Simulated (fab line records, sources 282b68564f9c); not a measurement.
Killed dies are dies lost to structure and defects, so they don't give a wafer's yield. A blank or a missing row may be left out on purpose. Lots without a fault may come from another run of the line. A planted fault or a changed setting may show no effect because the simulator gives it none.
One fault seen from 2 desks | flow rit_cmos | each desk has only its own numbers; what lay behind them comes last

THE TOOL OWNER'S DESK: litho_track-01
The tool's own readings at RIT_ACTIVE_SOFTBAKE_07 (time 60 s): means of the sampled wafers that have a number, for each lot that ran on this tool. A lot is out of limits, marked OUT, if its mean lies more than 4 standard deviations from the usual mean; the brackets give that distance.
Columns: A = heater_power_total_W at RIT_ACTIVE_SOFTBAKE_07, usual 34.56 W; B = plate_temp_C at RIT_ACTIVE_SOFTBAKE_07, usual 90.02 C; C = run_length_s at RIT_ACTIVE_SOFTBAKE_07, usual 89.04 s
lot  | first seen here | A               | B     | C
L583 | day 2 05:49     | 34.55           | 90.06 | 89.23
L588 | day 3 05:58     | 37.17 (+54) OUT | -     | 75.33 (-69) OUT
L591 | day 3 22:33     | 37.19 (+55) OUT | -     | 75.53 (-68) OUT
This desk's finding: out of limits on L588, L591; first on L588, day 3 05:58 (heater_power_total_W at RIT_ACTIVE_SOFTBAKE_07). In limits: L583.

THE METROLOGY DESK
What the gauges read, lot by lot, whatever tool the lot ran on: means of the sampled wafers that have a number. A lot is out of limits, marked OUT, if its mean lies more than 4 standard deviations from the usual mean; the brackets give that distance.
Columns: A = INCOMING_BOW at RIT_ACTIVE_BOW_MEAS_00, usual 0 um; B = ACTIVE_OXIDE_THK at RIT_ACTIVE_THK_MEAS_02, usual 47.0 nm; C = ACTIVE_NITRIDE_THK at RIT_ACTIVE_THK_MEAS_04, usual 150.2 nm; D = cd_nm at RIT_ACTIVE_CD_MEAS_11, usual 1399.9 nm
lot  | first seen here | A  | B    | C     | D
L583 | day 2 01:00     | -6 | 48.5 | 149.0 | 1398.2
L585 | day 2 11:00     | 4  | 47.5 | 150.8 | 1399.4
L588 | day 3 02:04     | 4  | 46.8 | 151.0 | 1397.1
L591 | day 3 17:02     | -2 | 46.5 | 149.6 | 1402.1
L600 | day 5 14:01     | 3  | 46.7 | 151.3 | 1400.8
L602 | day 6 00:01     | 2  | 45.0 | 150.3 | 1402.4
This desk's finding: nothing out of limits on any of the 6 lots.

PUT TOGETHER
The tool owner's desk could have raised an alarm at day 3 05:58, on L588, L591.
The metrology desk saw nothing out of limits.
The metrology desk has L588, L591 on record, within its limits.
Of the lots named, all ran RIT_ACTIVE_SOFTBAKE_07 on litho_track-01.

WHAT THE SIMULATOR HAD PUT IN
Process parameter drift: litho_track-01, from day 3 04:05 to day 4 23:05, at RIT_ACTIVE_SOFTBAKE_07. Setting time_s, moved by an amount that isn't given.
Lots struck among those shown: L588, L591.
Hours from the fault's start to each desk's first reading out of limits: the tool owner's desk, 2.
